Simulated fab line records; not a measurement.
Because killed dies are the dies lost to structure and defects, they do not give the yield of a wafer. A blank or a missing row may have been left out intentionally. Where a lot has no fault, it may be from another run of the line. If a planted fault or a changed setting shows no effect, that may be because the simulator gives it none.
Struck lot and sound lot, side by side ; flow ritCmos ; 44 steps out of a route of 202
Sound: wafers L997.3, L997.4, L997.6. Wafers L100.1, L100.2, L100.6 were the ones struck. At the end, the cause is stated.
At each step with rows: each side's tool, then ch and its chambers, then its first start. Under that, the readings that differ: sound wafers ; struck wafers ; difference of the means ; sigmas: that difference in standard deviations of wafers without a fault.
alike: a reading whose means differ by less than 2 such deviations, as well as words and numbers matching on both sides. not compared: withheld readings; readings where some wafer has no value; bounds like >300 that might hide an equal value; numbers whose values overlap and for which the record gives no deviation.
The two part at a step that has a row with sigmas, a row that says differs or no value, or rows on one side only. Numbers that don't overlap but have no deviation are shown without sigmas and don't part them. A reading missing from all wafers of one side parts the sides only when that side holds two or more wafers.

first, 3 steps without rows for these wafers: RIT_GATE_EXPOSE_13 (exposes mask M6, target cd 150 nm); RIT_GATE_PEB_14; RIT_GATE_DEVELOP_15 (develop time 50 s).
RIT_GATE_CD_MEAS_16: the cd target is 150 nm.
  sound on cdSem-01 at day 4 20:32; struck on cdSem-01 at day 5 05:55
  alike: cdNm
RIT_GATE_OVL_MEAS_17:
  sound on overlay-01 at day 4 20:38; struck on overlay-01 at day 5 06:02
  alike: GATE_OVL
then, 1 step without rows for these wafers: RIT_GATE_HARDBAKE_18 (time 60 s).
RIT_GATE_ETCH_19: etches poly-Si in SF6/CHF3/O2, stops on SiO2, time 165 s, target depth 312.5 nm.
  sound on rieSi-01 ch 1,3, day 4 20:48; struck on rieSi-02 ch 0,1,2, day 5 06:13
  alike: SF6_flow_sccm, drypumpMotorCurrentA, oesProductAu, throttleValvePct
  not compared: rfHoursCounterH
RIT_GATE_STRIP_20: strips in O2, time 180 s.
  sound on plasmaAsher-03 ch 0,1, day 4 20:58; struck on plasmaAsher-04 ch 0,1, day 5 06:20
  alike: drypumpMotorCurrentA
  not compared: rfHoursCounterH
RIT_GATE_CD_MEAS_90: the cd target is 150 nm.
  sound on cdSem-02 at day 4 21:07; struck on cdSem-02 at day 5 06:31
  alike: cdNm
then, 3 steps without rows for these wafers: RIT_REOX_CLEAN_00 (cleans in SC1, time 600 s); RIT_REOX_CLEAN_01 (cleans in dHF, time 30 s); RIT_REOX_CLEAN_02 (cleans in SC2, time 600 s).
RIT_REOX_OXIDATION_03: target thk 25.2 nm, ox time 5580 s.
  sound on furnace-04 ch 0, day 4 22:52; struck on furnace-01 ch 0, day 5 07:59
reading;sound;struck;difference;sigmas
model.SiO2_of_REOX_OXIDATION_03.thkNm (nm);25.02 25.76 25.89;14.49 14.73 15.25;-10.73;
model.poly-Si_of_GATE_CVD_08.thkNm (nm);230.3 232.4 229.7;236.7 238.6 237.9;+6.9;
RIT_REOX_THK_MEAS_04:
  sound on filmMetro-02 at day 5 01:26; struck on filmMetro-04 at day 5 10:32
reading;sound;struck;difference;sigmas
REOX_OXIDE_THK (nm);25.0 25.8 25.9;14.5 14.7 15.2;-10.8;-23
then, 6 steps without rows for these wafers: RIT_NLDD_HMDS_00 (prime time 60 s); RIT_NLDD_COAT_01 (resist thk 1000 nm); RIT_NLDD_SOFTBAKE_02 (time 60 s); RIT_NLDD_EXPOSE_03 (exposes mask M7, target cd 40700 nm); RIT_NLDD_PEB_04; RIT_NLDD_DEVELOP_05 (develop time 50 s).
RIT_NLDD_OVL_MEAS_06:
  sound on overlay-01 at day 5 02:20; struck on overlay-01 at day 5 11:49
reading;sound;struck;difference;sigmas
NLDD_OVL (nm);0.1 0.1 -0.9;4.0 1.2 2.6;+2.8;+2
then, 2 steps without rows for these wafers: RIT_NLDD_HARDBAKE_07 (time 60 s); RIT_NLDD_IMPLANT_08.
RIT_NLDD_STRIP_09: strips in O2, time 180 s.
  sound on plasmaAsher-03 ch 0,1, day 5 02:43; struck on plasmaAsher-02 ch 0,1, day 5 12:08
  alike: drypumpMotorCurrentA
  not compared: rfHoursCounterH
RIT_NLDD_TW_MEAS_10:
  sound on filmMetro-03 at day 5 02:51; struck on filmMetro-02 at day 5 12:19
  alike: NLDD_TW
then, 6 steps without rows for these wafers: RIT_PLDD_HMDS_00 (prime time 60 s); RIT_PLDD_COAT_01 (resist thk 1000 nm); RIT_PLDD_SOFTBAKE_02 (time 60 s); RIT_PLDD_EXPOSE_03 (exposes mask M8, target cd 40900 nm); RIT_PLDD_PEB_04; RIT_PLDD_DEVELOP_05 (develop time 50 s).
RIT_PLDD_OVL_MEAS_06:
  sound on overlay-01 at day 5 03:45; struck on overlay-02 at day 5 13:21
  alike: PLDD_OVL
then, 2 steps without rows for these wafers: RIT_PLDD_HARDBAKE_07 (time 60 s); RIT_PLDD_IMPLANT_08.
RIT_PLDD_STRIP_09: strips in O2, time 180 s.
  sound on plasmaAsher-04 ch 0,1, day 5 04:08; struck on plasmaAsher-03 ch 0,1, day 5 13:41
  alike: drypumpMotorCurrentA
  not compared: rfHoursCounterH
RIT_PLDD_TW_MEAS_10:
  sound on filmMetro-02 at day 5 04:16; struck on filmMetro-01 at day 5 13:52
  alike: PLDD_TW
RIT_SPACER_CLEAN_00: cleans in SC1, time 600 s.
  sound on wetBench-03 ch 0, day 5 04:19; struck on wetBench-02 ch 3, day 5 13:55
reading;sound;struck;difference;sigmas
model.SiO2_of_REOX_OXIDATION_03.thkNm (nm);23.1 23.8 23.9;13.37 13.6 14.07;-9.92;
then, 3 steps without rows for these wafers: RIT_SPACER_CLEAN_01 (cleans in dHF, time 29.54 s); RIT_SPACER_CLEAN_02 (cleans in SC2, time 600 s); RIT_SPACER_CVD_03 (deposits Si3N4 from SiH2Cl2/NH3, target thk 250 nm, time 3300 s).
RIT_SPACER_THK_MEAS_04:
  sound on filmMetro-02 at day 5 08:08; struck on filmMetro-04 at day 5 18:58
  alike: SPACER_NITRIDE_THK
RIT_SPACER_ETCHBACK_05: etches Si3N4 in SF6/CHF3, stops on SiO2, target depth 250 nm, time 240 s.
  sound on rieDiel-04 ch 0,1,3, day 5 08:10; struck on rieDiel-01 ch 1,2, day 5 19:02
  alike: SF6_flow_sccm, drypumpMotorCurrentA, oesProductAu, throttleValvePct
  not compared: rfHoursCounterH
RIT_SDANNEAL_CLEAN_02: cleans in SC2, time 600 s.
  sound on wetBench-04 ch 1, day 5 11:31; struck on wetBench-04 ch 1, day 5 22:50
reading;sound;struck;difference;sigmas
model.poly-Si_of_GATE_CVD_08.thkNm (nm);160.6 161.7 160.1;167.6 168.5 167.2;+7.0;
RIT_M1_PROBE_99:
  rows exist in the record for the struck wafers here (prober-01, day 6 07:37), but not for the sound ones

== WHERE THEY PART ==
Earliest at RIT_REOX_THK_MEAS_04; latest, in this record, at RIT_M1_PROBE_99.

WHY: what had been put in by the simulator
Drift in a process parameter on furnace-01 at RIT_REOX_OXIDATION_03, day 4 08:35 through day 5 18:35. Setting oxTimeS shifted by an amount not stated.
